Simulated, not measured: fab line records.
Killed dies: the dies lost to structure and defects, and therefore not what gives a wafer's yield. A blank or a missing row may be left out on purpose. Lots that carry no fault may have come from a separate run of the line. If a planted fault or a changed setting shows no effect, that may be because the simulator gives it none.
Which tool did it? / flow rit_cmos / Sampling: 14 lots, 42 wafers, 2 of 202 route steps

WHAT THE GAUGES SHOWED, per wafer
RIT_ACTIVE_CD_MEAS_90: the cd target is 1400 nm.
lot=L988; measured=day 1 15:02; on=cd_sem-01; cd_nm (nm)=1399.1 1399.0 1401.4
lot=L989; measured=day 1 20:22; on=cd_sem-01; cd_nm (nm)=1401.4 1399.9 1402.1
lot=L991; measured=day 2 06:52; on=cd_sem-02; cd_nm (nm)=1396.9 1400.0 1397.9
lot=L993; measured=day 2 17:29; on=cd_sem-01; cd_nm (nm)=1400.3 1399.4 1402.7
lot=L994; measured=day 2 21:16; on=cd_sem-02; cd_nm (nm)=1399.6 1399.6 1400.4
lot=L995; measured=day 3 03:10; on=cd_sem-01; cd_nm (nm)=1403.7 1400.3 1401.9
lot=L996; measured=day 3 08:13; on=cd_sem-01; cd_nm (nm)=1403.7 1401.3 1401.4
lot=L997; measured=day 3 12:01; on=cd_sem-02; cd_nm (nm)=1401.7 1400.8 1401.5
lot=L998; measured=day 3 18:50; on=cd_sem-01; cd_nm (nm)=1401.0 1400.8 1401.3
lot=L100; measured=day 4 05:01; on=cd_sem-01; cd_nm (nm)=1396.0 1399.2 1397.9
lot=L104; measured=day 4 23:55; on=cd_sem-02; cd_nm (nm)=1400.2 1400.4 1400.2
lot=L105; measured=day 5 04:59; on=cd_sem-02; cd_nm (nm)=- - -
lot=L106; measured=day 5 09:26; on=cd_sem-01; cd_nm (nm)=- - -
lot=L111; measured=day 6 11:00; on=cd_sem-02; cd_nm (nm)=1399.7 1400.2 1399.5

EACH LOT AND THE TOOL THAT RAN IT (in order: tool; ch and the chambers of the sampled wafers; start)
lot=L988; RIT_ACTIVE_CVD_03=lpcvd-01 ch 1, day 1 12:07
lot=L989; RIT_ACTIVE_CVD_03=lpcvd-02 ch 1, day 1 17:21
lot=L991; RIT_ACTIVE_CVD_03=lpcvd-01 ch 0, day 2 03:07
lot=L993; RIT_ACTIVE_CVD_03=lpcvd-01 ch 1, day 2 14:31
lot=L994; RIT_ACTIVE_CVD_03=lpcvd-01 ch 0, day 2 18:07
lot=L995; RIT_ACTIVE_CVD_03=lpcvd-01 ch 1, day 2 23:53
lot=L996; RIT_ACTIVE_CVD_03=lpcvd-01 ch 1, day 3 05:11
lot=L997; RIT_ACTIVE_CVD_03=lpcvd-01 ch 1, day 3 09:07
lot=L998; RIT_ACTIVE_CVD_03=lpcvd-01 ch 1, day 3 15:53
lot=L100; RIT_ACTIVE_CVD_03=lpcvd-02 ch 0, day 4 01:59
lot=L104; RIT_ACTIVE_CVD_03=lpcvd-02 ch 0, day 4 20:56
lot=L105; RIT_ACTIVE_CVD_03=lpcvd-01 ch 0, day 5 01:55
lot=L106; RIT_ACTIVE_CVD_03=lpcvd-01 ch 1, day 5 06:24
lot=L111; RIT_ACTIVE_CVD_03=lpcvd-02 ch 1, day 6 07:56
- RIT_ACTIVE_CVD_03: deposits Si3N4 from SiH2Cl2/NH3, target thk 150 nm, time 1500 s.

WHAT THE TOOLS THEMSELVES READ (means of the sampled wafers that have a number; where no wafer has one, the mark that the record gives instead)
RIT_ACTIVE_CVD_03.
lot=L988; tool=lpcvd-01; nh3_flow_sccm (sccm)=150.1; pressure_mtorr (mTorr)=299.7
lot=L989; tool=lpcvd-02; nh3_flow_sccm (sccm)=149.7; pressure_mtorr (mTorr)=299.8
lot=L991; tool=lpcvd-01; nh3_flow_sccm (sccm)=149.7; pressure_mtorr (mTorr)=299.9
lot=L993; tool=lpcvd-01; nh3_flow_sccm (sccm)=150.0; pressure_mtorr (mTorr)=300.2
lot=L994; tool=lpcvd-01; nh3_flow_sccm (sccm)=150.0; pressure_mtorr (mTorr)=300.5
lot=L995; tool=lpcvd-01; nh3_flow_sccm (sccm)=150.4; pressure_mtorr (mTorr)=299.8
lot=L996; tool=lpcvd-01; nh3_flow_sccm (sccm)=150.2; pressure_mtorr (mTorr)=300.4
lot=L997; tool=lpcvd-01; nh3_flow_sccm (sccm)=149.6; pressure_mtorr (mTorr)=299.9
lot=L998; tool=lpcvd-01; nh3_flow_sccm (sccm)=149.7; pressure_mtorr (mTorr)=299.5
lot=L100; tool=lpcvd-02; nh3_flow_sccm (sccm)=150.2; pressure_mtorr (mTorr)=300.3
lot=L104; tool=lpcvd-02; nh3_flow_sccm (sccm)=150.3; pressure_mtorr (mTorr)=300.0
lot=L105; tool=lpcvd-01; nh3_flow_sccm (sccm)=-; pressure_mtorr (mTorr)=-
lot=L106; tool=lpcvd-01; nh3_flow_sccm (sccm)=-; pressure_mtorr (mTorr)=-
lot=L111; tool=lpcvd-02; nh3_flow_sccm (sccm)=150.0; pressure_mtorr (mTorr)=299.7

THE ANSWER, worked out from the rows above alone
Rule: the lots themselves supply what counts as usual. The widest of any qualifying gaps counts: lots, ordered by their means at a reading, are off when they make up no more than a third of the lots, leave a main group of 4 or more, and stand apart from it by 3 or more times the standard deviation of that group's means. The tables above print the reading to a certain number of digits; a main group whose means all agree to those digits is not used. A lot without any number at a reading at which 4 lots or more have one is off too. The other lots that the step has rows for count as sound. Order of review: gauges by route order, followed by the tools' own readings, for which a lot's mean as printed above is used. At the first step where some lot is off, the reading lying furthest off is the one used; lots without a number count as furthest.
Off: L105, L106, at RIT_ACTIVE_CD_MEAS_90 (cd_nm). Without a number there: L105, L106. The main group: mean 1400.3 nm, standard deviation 1.3.
A tool fits if, at a process step before that reading, it ran every lot that is off, and no sound lot after the first of them. Not tried: the gauges at RIT_ACTIVE_CD_MEAS_90; whatever is off there is also off at RIT_ACTIVE_CVD_03, on other tools, and gauge error can't account for it. One candidate fits, namely lpcvd-01 at RIT_ACTIVE_CVD_03. A fault onset in the window from L998 (day 3 15:53, its last sound lot) to L105 (day 5 01:55, its first lot off) fits.
Blank at RIT_ACTIVE_CVD_03 on the lots that are off, where sound lots have numbers: nh3_flow_sccm, pressure_mtorr.

WHAT HAD BEEN PUT IN BY THE SIMULATOR
Whole step skipped at RIT_ACTIVE_CVD_03 on lpcvd-01, starting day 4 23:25. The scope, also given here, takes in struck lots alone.
Shown lots that were struck: L105, L106. The same result came from the rule above.
